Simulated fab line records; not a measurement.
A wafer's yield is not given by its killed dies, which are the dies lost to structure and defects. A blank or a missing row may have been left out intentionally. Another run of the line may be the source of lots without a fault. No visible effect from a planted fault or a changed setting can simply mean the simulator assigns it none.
Which of the tools did it? / flow berkeley-cmos170 / 14 lots with 42 wafers sampled at 4 steps, on a route of 331 steps

WHAT THE GAUGES SHOWED, per wafer
UCB170_ACTIVE_CD_MEAS_90: the cd target is 1200 nm.
lot=L312; measured=day 5 00:47; on=cd-sem-01; cd-nm (nm)=1199.7 1197.4 1198.7
lot=L313; measured=day 5 01:01; on=cd-sem-02; cd-nm (nm)=1200.4 1200.9 1200.8
lot=L316; measured=day 5 04:28; on=cd-sem-02; cd-nm (nm)=1199.8 1200.0 1201.0
lot=L315; measured=day 5 04:42; on=cd-sem-02; cd-nm (nm)=1200.0 1198.6 1199.1
lot=L314; measured=day 5 04:59; on=cd-sem-02; cd-nm (nm)=1201.0 1200.6 1200.7
lot=L321; measured=day 6 10:49; on=cd-sem-01; cd-nm (nm)=1202.6 1200.4 1200.7
lot=L325; measured=day 7 03:56; on=cd-sem-01; cd-nm (nm)=1198.6 1200.8 1200.3
lot=L323; measured=day 7 04:27; on=cd-sem-01; cd-nm (nm)=1198.4 1199.1 1198.6
lot=L324; measured=day 7 08:18; on=cd-sem-01; cd-nm (nm)=1200.9 1200.8 1199.5
lot=L326; measured=day 7 08:43; on=cd-sem-01; cd-nm (nm)=1197.0 1197.7 1198.0
lot=L328; measured=day 7 12:55; on=cd-sem-01; cd-nm (nm)=1199.8 1199.6 1200.0
lot=L329; measured=day 8 08:00; on=cd-sem-01; cd-nm (nm)=1200.0 1198.9 1199.8
lot=L330; measured=day 8 08:00; on=cd-sem-02; cd-nm (nm)=1200.0 1200.1 1200.9
lot=L333; measured=day 8 15:59; on=cd-sem-02; cd-nm (nm)=1202.0 1201.7 1201.0

UCB170_M3_BOW_MEAS_20.
lot=L312; measured=day 9 03:06; on=film-metro-04; M3_BOW (um)=30 34 36
lot=L313; measured=day 9 02:59; on=film-metro-04; M3_BOW (um)=27 44 48
lot=L316; measured=day 9 02:42; on=film-metro-04; M3_BOW (um)=34 45 38
lot=L315; measured=day 9 07:19; on=film-metro-01; M3_BOW (um)=40 33 45
lot=L314; measured=day 9 07:23; on=film-metro-04; M3_BOW (um)=26 30 20
lot=L321; measured=day 10 04:43; on=film-metro-01; M3_BOW (um)=32 30 40
lot=L325; measured=day 11 02:58; on=film-metro-03; M3_BOW (um)=23 33 44
lot=L323; measured=day 11 09:17; on=film-metro-04; M3_BOW (um)=23 40 54
lot=L324; measured=day 11 10:14; on=film-metro-03; M3_BOW (um)=30 36 33
lot=L326; measured=day 11 10:13; on=film-metro-04; M3_BOW (um)=32 31 29
lot=L328; measured=day 11 12:43; on=film-metro-04; M3_BOW (um)=33 43 34
lot=L329; measured=day 12 03:49; on=film-metro-01; M3_BOW (um)=33 25 34
lot=L330; measured=day 12 03:58; on=film-metro-03; M3_BOW (um)=44 37 39
lot=L333; measured=day 12 17:02; on=film-metro-03; M3_BOW (um)=37 33 29

TOOL THAT RAN EACH LOT (tool first, then ch and the chambers of the sampled wafers, then the start)
lot=L312; UCB170_CONTACT_COAT_10=litho-track-02 ch 0, day 8 01:00; UCB170_M3_STRIP_07=plasma-asher-04 ch 0, day 8 23:43
lot=L313; UCB170_CONTACT_COAT_10=litho-track-04 ch 0, day 8 01:00; UCB170_M3_STRIP_07=plasma-asher-03 ch 0,1, day 8 23:16
lot=L316; UCB170_CONTACT_COAT_10=litho-track-01 ch 0, day 7 22:00; UCB170_M3_STRIP_07=plasma-asher-03 ch 0,1, day 8 22:17
lot=L315; UCB170_CONTACT_COAT_10=litho-track-01 ch 0, day 8 01:00; UCB170_M3_STRIP_07=plasma-asher-02 ch 1, day 9 05:22
lot=L314; UCB170_CONTACT_COAT_10=litho-track-04 ch 0, day 8 01:00; UCB170_M3_STRIP_07=plasma-asher-04 ch 0,1, day 9 05:30
lot=L321; UCB170_CONTACT_COAT_10=litho-track-01 ch 0, day 9 10:00; UCB170_M3_STRIP_07=plasma-asher-04 ch 0,1, day 10 02:41
lot=L325; UCB170_CONTACT_COAT_10=litho-track-04 ch 0, day 10 10:00; UCB170_M3_STRIP_07=plasma-asher-04 ch 0,1, day 11 00:29
lot=L323; UCB170_CONTACT_COAT_10=litho-track-01 ch 0, day 10 11:00; UCB170_M3_STRIP_07=plasma-asher-04 ch 0,1, day 11 07:11
lot=L324; UCB170_CONTACT_COAT_10=litho-track-02 ch 0, day 10 13:00; UCB170_M3_STRIP_07=plasma-asher-03 ch 0,1, day 11 07:58
lot=L326; UCB170_CONTACT_COAT_10=litho-track-04 ch 0, day 10 12:00; UCB170_M3_STRIP_07=plasma-asher-02 ch 0,1, day 11 07:40
lot=L328; UCB170_CONTACT_COAT_10=litho-track-02 ch 0, day 10 17:00; UCB170_M3_STRIP_07=plasma-asher-03 ch 0,1, day 11 10:51
lot=L329; UCB170_CONTACT_COAT_10=litho-track-04 ch 0, day 11 10:00; UCB170_M3_STRIP_07=plasma-asher-03 ch 0,1, day 12 00:35
lot=L330; UCB170_CONTACT_COAT_10=litho-track-04 ch 0, day 11 11:00; UCB170_M3_STRIP_07=plasma-asher-02 ch 1, day 12 01:23
lot=L333; UCB170_CONTACT_COAT_10=litho-track-02 ch 0, day 11 22:00; UCB170_M3_STRIP_07=plasma-asher-04 ch 0,1, day 12 14:26
- UCB170_CONTACT_COAT_10: resist thk 900 nm.
- UCB170_M3_STRIP_07: strips in O2.

WHAT THE TOOLS THEMSELVES READ (means of the sampled wafers that have a number; where no wafer has one, the mark that the record gives instead)
UCB170_CONTACT_COAT_10.
lot=L312; tool=litho-track-02; dispense-pressure-kPa (kPa)=51.7; spin-speed-rpm (rpm)=1499.7
lot=L313; tool=litho-track-04; dispense-pressure-kPa (kPa)=55.8; spin-speed-rpm (rpm)=1501.4
lot=L316; tool=litho-track-01; dispense-pressure-kPa (kPa)=58.2; spin-speed-rpm (rpm)=1500.0
lot=L315; tool=litho-track-01; dispense-pressure-kPa (kPa)=58.2; spin-speed-rpm (rpm)=1499.2
lot=L314; tool=litho-track-04; dispense-pressure-kPa (kPa)=55.8; spin-speed-rpm (rpm)=1499.6
lot=L321; tool=litho-track-01; dispense-pressure-kPa (kPa)=58.2; spin-speed-rpm (rpm)=1365.8
lot=L325; tool=litho-track-04; dispense-pressure-kPa (kPa)=55.8; spin-speed-rpm (rpm)=1498.8
lot=L323; tool=litho-track-01; dispense-pressure-kPa (kPa)=58.3; spin-speed-rpm (rpm)=1366.1
lot=L324; tool=litho-track-02; dispense-pressure-kPa (kPa)=51.8; spin-speed-rpm (rpm)=1500.2
lot=L326; tool=litho-track-04; dispense-pressure-kPa (kPa)=55.8; spin-speed-rpm (rpm)=1501.0
lot=L328; tool=litho-track-02; dispense-pressure-kPa (kPa)=51.8; spin-speed-rpm (rpm)=1500.0
lot=L329; tool=litho-track-04; dispense-pressure-kPa (kPa)=55.8; spin-speed-rpm (rpm)=1499.5
lot=L330; tool=litho-track-04; dispense-pressure-kPa (kPa)=55.8; spin-speed-rpm (rpm)=1499.5
lot=L333; tool=litho-track-02; dispense-pressure-kPa (kPa)=51.8; spin-speed-rpm (rpm)=1500.5

UCB170_M3_STRIP_07.
lot=L312; tool=plasma-asher-04; drypump-motor-current-A (A)=6.7; oes-product-au (a.u.)=0.737; strip-time-to-endpoint-s (s)=21.99
lot=L313; tool=plasma-asher-03; drypump-motor-current-A (A)=5.7; oes-product-au (a.u.)=0.732; strip-time-to-endpoint-s (s)=21.91
lot=L316; tool=plasma-asher-03; drypump-motor-current-A (A)=5.4; oes-product-au (a.u.)=0.736; strip-time-to-endpoint-s (s)=22.01
lot=L315; tool=plasma-asher-02; drypump-motor-current-A (A)=5.8; oes-product-au (a.u.)=0.732; strip-time-to-endpoint-s (s)=21.96
lot=L314; tool=plasma-asher-04; drypump-motor-current-A (A)=6.5; oes-product-au (a.u.)=0.734; strip-time-to-endpoint-s (s)=21.94
lot=L321; tool=plasma-asher-04; drypump-motor-current-A (A)=6.3; oes-product-au (a.u.)=0.734; strip-time-to-endpoint-s (s)=22.07
lot=L325; tool=plasma-asher-04; drypump-motor-current-A (A)=6.2; oes-product-au (a.u.)=0.734; strip-time-to-endpoint-s (s)=21.92
lot=L323; tool=plasma-asher-04; drypump-motor-current-A (A)=6.5; oes-product-au (a.u.)=0.732; strip-time-to-endpoint-s (s)=22.04
lot=L324; tool=plasma-asher-03; drypump-motor-current-A (A)=5.7; oes-product-au (a.u.)=0.733; strip-time-to-endpoint-s (s)=21.83
lot=L326; tool=plasma-asher-02; drypump-motor-current-A (A)=5.6; oes-product-au (a.u.)=0.738; strip-time-to-endpoint-s (s)=21.98
lot=L328; tool=plasma-asher-03; drypump-motor-current-A (A)=5.7; oes-product-au (a.u.)=0.737; strip-time-to-endpoint-s (s)=22.05
lot=L329; tool=plasma-asher-03; drypump-motor-current-A (A)=5.4; oes-product-au (a.u.)=0.738; strip-time-to-endpoint-s (s)=21.96
lot=L330; tool=plasma-asher-02; drypump-motor-current-A (A)=5.9; oes-product-au (a.u.)=0.736; strip-time-to-endpoint-s (s)=21.97
lot=L333; tool=plasma-asher-04; drypump-motor-current-A (A)=6.5; oes-product-au (a.u.)=0.737; strip-time-to-endpoint-s (s)=22.03

THE ANSWER, worked out from the rows above alone
Rule: what is usual is taken from the lots themselves. Put in order of their means at a reading, lots are off if they are a third of the lots or fewer, leave a main group of 4 or more, and stand apart from it by a gap of 3 or more times the standard deviation of the main group's means; of several such gaps the widest counts. A main group is skipped when, at the precision printed for the reading in the tables above, its means are all equal. A lot without any number at a reading at which 4 lots or more have one is off too. Where the step has rows for the other lots, those lots are counted as sound. First the gauges in route order, then the tools' own readings, where a lot's mean is used as printed above. The first step at which some lot is off is used, and at that step the reading that is off furthest; a lot without a number counts as furthest.
Off: L321, L323, at UCB170_CONTACT_COAT_10 (spin-speed-rpm). For the main group the mean is 1500.0 rpm and the standard deviation 0.71.
If a tool, at that step or one of the process steps before it, ran each lot that is off and ran no sound lot following the first of them, it fits. One fits: UCB170_CONTACT_COAT_10 on litho-track-01. A fault onset in the window from L315 (day 8 01:00, its last sound lot) to L321 (day 9 10:00, its first lot off) fits.
On the lots that are off, the tool's own readings at UCB170_CONTACT_COAT_10 differ by more than 5 times the standard deviation of the sound lots' means, which bears it out; spin-speed-rpm reads 1365.9 rpm there versus 1500.0 rpm on the sound lots.

WHAT HAD BEEN PUT IN BY THE SIMULATOR
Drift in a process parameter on litho-track-01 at UCB170_CONTACT_COAT_10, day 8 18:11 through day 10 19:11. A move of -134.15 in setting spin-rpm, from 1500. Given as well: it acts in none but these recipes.
Lots struck among those shown: L321, L323. This agrees with what the rule above found.
